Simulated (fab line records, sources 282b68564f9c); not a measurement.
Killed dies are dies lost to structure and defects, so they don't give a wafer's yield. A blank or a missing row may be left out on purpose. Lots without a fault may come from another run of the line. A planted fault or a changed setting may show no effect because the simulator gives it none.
A struck lot beside a sound one | flow rit_cmos | 36 steps out of a route of 202
Sound: wafers L384.1, L384.3, L384.5. Struck: wafer L398.5. (L398.1, L398.6 of the same lot were not struck and are left out.) The cause comes at the end.
At each step with rows: each side's tool, then ch and its chambers, then its first start. Under that, the readings that differ: sound wafers | struck wafers | difference of the means | sigmas: that difference in standard deviations of wafers without a fault.
alike: readings whose means differ by less than 2 such deviations, and words and numbers that are the same on both sides. not compared: withheld readings, readings that some wafer has no value for, bounds like >300 that may hide the same value, and numbers for which the record gives no deviation and whose values overlap.
The two part at a step that has a row with sigmas, a row that says differs or no value, or rows on one side only. Numbers that don't overlap but have no deviation are shown without sigmas and don't part them. A reading that every wafer of one side lacks parts them only if that side has two wafers or more.

RIT_SILICIDE_RTA_06: time 10 s, ramp up 5 s, ramp down 10 s.
  sound on rtp_anneal-01 ch 0, day 3 20:26; struck on rtp_anneal-02 ch 0, day 6 22:02
  alike: wafer_temp_C_max
RIT_CONTACT_CVD_00: deposits SiO2 from TEOS, target thk 400 nm, time 61 s.
  sound on pecvd-01 ch 0,2, day 3 20:30; struck on pecvd-03 ch 1, day 6 22:07
  reading            | sound       | struck | difference | sigmas
  heater_power_w (W) | 353 221 380 | 454    | +136       | +2
RIT_CONTACT_THK_MEAS_01:
  sound on film_metro-02, day 3 20:33; struck on film_metro-04, day 6 22:10
  alike: CONTACT_TEOS_THK
then, 6 steps without rows for these wafers: RIT_CONTACT_HMDS_02 (prime time 60 s); RIT_CONTACT_COAT_03 (resist thk 1000 nm); RIT_CONTACT_SOFTBAKE_04 (time 60 s); RIT_CONTACT_EXPOSE_05 (exposes mask M11, target cd 1000 nm); RIT_CONTACT_PEB_06; RIT_CONTACT_DEVELOP_07 (develop time 120 s).
RIT_CONTACT_CD_MEAS_08: target cd 1000 nm.
  sound on cd_sem-01, day 3 21:43; struck on cd_sem-02, day 6 23:19
  alike: cd_nm
RIT_CONTACT_OVL_MEAS_09:
  sound on overlay-01, day 3 21:50; struck on overlay-02, day 6 23:26
  alike: CONTACT_OVL
then, 1 step without rows for these wafers: RIT_CONTACT_HARDBAKE_10 (time 60 s).
RIT_CONTACT_ETCH_11: etches SiO2 in CHF3/CF4/Ar, stops on TiSi2, target depth 480 nm, time 320 s.
  sound on rie_diel-04 ch 0,1, day 3 22:01; struck on rie_diel-03 ch 1, day 6 23:37
  reading                                      | sound             | struck | difference | sigmas
  model.etch.depth_nm (nm)                     | 395.2 404.4 408.4 | 369.8  | -32.9      |
  model.CONTACT.feature_depth_nm (nm)          | 395.2 404.4 408.4 | 369.8  | -32.9      |
  model.NOVOLAK_of_CONTACT_COAT_03.thk_nm (nm) | 767.3 773.1 768.4 | 790.5  | +20.9      |
  alike: chamber_pressure_mTorr, drypump_motor_current_A, oes_product_au, throttle_valve_pct
  not compared: rf_hours_counter_h
then, 1 step without rows for these wafers: RIT_CONTACT_STRIP_12 (strips in O2, time 180 s).
RIT_CONTACT_CD_MEAS_90: target cd 1000 nm.
  sound on cd_sem-01, day 3 22:23; struck on cd_sem-02, day 6 23:59
  alike: cd_nm
then, 2 steps without rows for these wafers: RIT_CONTACT_CLEAN_13 (cleans in SC1, time 600 s); RIT_CONTACT_CLEAN_14 (cleans in SC2, time 600 s).
RIT_M1_SPUTTER_00: material Al, target thk 400 nm, time 500 s.
  the record has rows for the sound wafers here (pvd_sputter-03, day 3 22:51) and none for the struck ones
RIT_M1_RS_MEAS_01: measures by four-point-probe.
  the record has rows for the sound wafers here (film_metro-04, day 3 23:09) and none for the struck ones
RIT_M1_THK_MEAS_02: measures by xrf.
  the record has rows for the sound wafers here (film_metro-04, day 3 23:16) and none for the struck ones
then, 6 steps without rows for these wafers: RIT_M1_HMDS_03 (prime time 60 s); RIT_M1_COAT_04 (resist thk 1300 nm); RIT_M1_SOFTBAKE_05 (time 60 s); RIT_M1_EXPOSE_06 (exposes mask M12, target cd 2600 nm); RIT_M1_PEB_07; RIT_M1_DEVELOP_08 (develop time 68 s).
RIT_M1_CD_MEAS_09: target cd 2600 nm.
  the record has rows for the sound wafers here (cd_sem-01, day 4 00:21) and none for the struck ones
RIT_M1_OVL_MEAS_10:
  the record has rows for the sound wafers here (overlay-02, day 4 00:28) and none for the struck ones
then, 1 step without rows for these wafers: RIT_M1_HARDBAKE_11 (time 120 s).
RIT_M1_METAL_ETCH_12: etches Al in Cl2/BCl3, stops on SiO2, time 165 s, target depth 600 nm.
  the record has rows for the sound wafers here (rie_metal-03 ch 0,1, day 4 00:46) and none for the struck ones
then, 1 step without rows for these wafers: RIT_M1_STRIP_13 (strips in nmp, time 600 s).
RIT_M1_STRIP_14: strips in O2, time 180 s.
  the record has rows for the sound wafers here (plasma_asher-03 ch 0, day 4 01:05) and none for the struck ones
RIT_M1_CD_MEAS_90: target cd 2600 nm.
  the record has rows for the sound wafers here (cd_sem-01, day 4 01:16) and none for the struck ones
then, 1 step without rows for these wafers: RIT_M1_ANNEAL_15 (time 1800 s).
RIT_M1_BOW_MEAS_16:
  the record has rows for the sound wafers here (film_metro-03, day 4 02:53) and none for the struck ones
RIT_M1_PROBE_99:
  sound on prober-01, day 4 03:01; struck on prober-02, day 7 06:33
  reading            | sound | struck | difference | sigmas
  killed_at_contacts | 1 0 1 | 259    | +258       | +99 or more
  killed_dies        | 6 6 2 | 264    | +259       | +86
  killed_on_rim      | 4 2 0 | 70     | +68        | +49
  alike: killed_at_front_end, killed_open, killed_short

WHERE THEY PART
First at RIT_CONTACT_CVD_00; last, within this record, at RIT_M1_PROBE_99.

WHY: what the simulator had put in
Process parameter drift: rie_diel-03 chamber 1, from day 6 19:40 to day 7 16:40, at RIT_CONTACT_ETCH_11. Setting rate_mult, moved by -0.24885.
